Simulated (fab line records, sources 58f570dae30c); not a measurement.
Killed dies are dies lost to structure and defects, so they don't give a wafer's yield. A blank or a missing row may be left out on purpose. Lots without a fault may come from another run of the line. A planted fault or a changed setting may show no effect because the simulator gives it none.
Which tool did it? | flow berkeley_cmos170 | 15 lots, 45 wafers sampled, at 3 steps of a route of 331

WHAT THE GAUGES READ, wafer by wafer
UCB170_ACTIVE_CD_MEAS_13: target cd 1200 nm. Usual: cd_nm 1200.0 nm, standard deviation 1.4.
lot  | measured    | on        | cd_nm (nm)           | flag
L953 | day 5 02:27 | cd_sem-02 | 1201.0 1199.3 1200.5 |
L954 | day 5 02:10 | cd_sem-01 | 1200.3 1202.2 1202.1 |
L955 | day 6 03:15 | cd_sem-02 | 1201.7 1202.6 1200.3 |
L957 | day 6 07:04 | cd_sem-02 | 1201.3 1199.8 1201.0 |
L960 | day 6 07:55 | cd_sem-02 | 1198.4 1197.4 1199.4 |
L961 | day 6 08:17 | cd_sem-02 | 1198.1 1198.9 1198.0 |
L962 | day 6 07:35 | cd_sem-02 | 1202.2 1201.4 1201.2 |
L972 | day 8 21:38 | cd_sem-02 | 1200.2 1200.7 1200.3 |
L973 | day 8 21:02 | cd_sem-02 | 1198.1 1198.1 1198.8 |
L974 | day 9 02:59 | cd_sem-01 | 1201.8 1200.6 1199.9 |
L975 | day 9 02:58 | cd_sem-02 | 1202.0 1201.3 1201.1 |
L976 | day 9 03:07 | cd_sem-02 | 1198.4 1199.0 1199.8 |

UCB170_ACTIVE_OVL_MEAS_14. Usual: ACTIVE_OVL 1 nm, standard deviation 5.4.
lot  | measured    | on         | ACTIVE_OVL (nm) | flag
L953 | day 5 02:34 | overlay-02 | 5 1 4           |
L954 | day 5 02:17 | overlay-02 | -8 -1 -5        |
L955 | day 6 03:20 | overlay-02 | 2 1 1           |
L957 | day 6 07:10 | overlay-02 | -3 1 2          |
L960 | day 6 07:59 | overlay-01 | -1 -1 -1        |
L961 | day 6 08:24 | overlay-02 | 3 4 4           |
L962 | day 6 07:42 | overlay-02 | 3 7 -4          |
L972 | day 8 21:45 | overlay-02 | -5 -3 -9        |
L973 | day 8 21:08 | overlay-02 | -2 -4 -9        |
L974 | day 9 03:06 | overlay-01 | 0 1 4           |
L975 | day 9 03:05 | overlay-02 | -9 -10 -11      |
L976 | day 9 03:13 | overlay-02 | 3 10 11         |

WHICH TOOL RAN EACH LOT (tool, then ch and the chambers of the sampled wafers, then the start)
lot  | UCB170_NWELL_CVD_04
L953 | lpcvd-01 ch 0, day 2 11:19
L954 | lpcvd-01 ch 1, day 2 11:19
L955 | lpcvd-02 ch 1, day 3 10:10
L957 | lpcvd-01 ch 1, day 3 20:01
L960 | lpcvd-02 ch 0, day 4 06:47
L961 | lpcvd-02 ch 1, day 4 06:47
L962 | lpcvd-02 ch 1, day 4 06:47
L965 | lpcvd-02 ch 0, day 4 20:24
L966 | lpcvd-02 ch 1, day 5 00:56
L967 | lpcvd-02 ch 0, day 5 04:26
L972 | lpcvd-01 ch 1, day 6 04:52
L973 | lpcvd-01 ch 0, day 6 08:36
L974 | lpcvd-01 ch 0, day 6 13:44
L975 | lpcvd-02 ch 0, day 6 21:38
L976 | lpcvd-01 ch 1, day 7 00:47
- UCB170_NWELL_CVD_04: deposits Si3N4 from SiH2Cl2/NH3, target thk 224 nm, time 3360 s.

WHAT THE TOOLS THEMSELVES READ (means of the sampled wafers that have a number; where no wafer has one, the mark that the record gives instead)
UCB170_NWELL_CVD_04. Usual: nh3_flow_sccm 74.95 sccm, standard deviation 0.2; pressure_mtorr 200.1 mTorr, standard deviation 0.37; spike_tc_load_C 825.6 C, standard deviation 1.8.
lot  | tool     | nh3_flow_sccm (sccm) | pressure_mtorr (mTorr) | spike_tc_load_C (C) | flag
L953 | lpcvd-01 | 74.86                | 200.1                  | 824.8               |
L954 | lpcvd-01 | 75.09                | 200.2                  | 824.8               |
L955 | lpcvd-02 | 74.97                | 200.0                  | 824.1               |
L957 | lpcvd-01 | 75.20                | 199.8                  | 823.9               |
L960 | lpcvd-02 | 74.80                | 200.2                  | 826.8               |
L961 | lpcvd-02 | 74.66                | 200.5                  | 823.7               |
L962 | lpcvd-02 | 74.88                | 200.1                  | 824.7               |
L965 | lpcvd-02 | -                    | -                      | -                   | OFF
L966 | lpcvd-02 | -                    | -                      | -                   | OFF
L967 | lpcvd-02 | -                    | -                      | -                   | OFF
L972 | lpcvd-01 | 74.95                | 200.0                  | 824.9               |
L973 | lpcvd-01 | 74.90                | 200.2                  | 824.5               |
L974 | lpcvd-01 | 74.87                | 200.6                  | 826.1               |
L975 | lpcvd-02 | 74.79                | 200.2                  | 827.4               |
L976 | lpcvd-01 | 74.92                | 200.3                  | 825.2               |

THE ANSWER, worked out from the rows above alone
Rule: a lot is off if the mean of its wafers that have a number lies more than 3 standard deviations from the usual mean. A lot without any number at a reading at which 4 lots or more have one is off too. The other lots that the step has rows for count as sound. The gauges are gone through in route order, then the tools' own readings, and for those a lot's mean is taken as printed above. The first step at which some lot is off is used, and at that step the reading that is off furthest; a lot without a number counts as furthest.
Off: L965, L966, L967, at UCB170_NWELL_CVD_04 (nh3_flow_sccm). Without a number there: L965, L966, L967.
A tool fits if, at that step or a process step before it, it ran every lot that is off, and no sound lot after the first of them. None of those tried fits.

WHAT THE SIMULATOR HAD PUT IN
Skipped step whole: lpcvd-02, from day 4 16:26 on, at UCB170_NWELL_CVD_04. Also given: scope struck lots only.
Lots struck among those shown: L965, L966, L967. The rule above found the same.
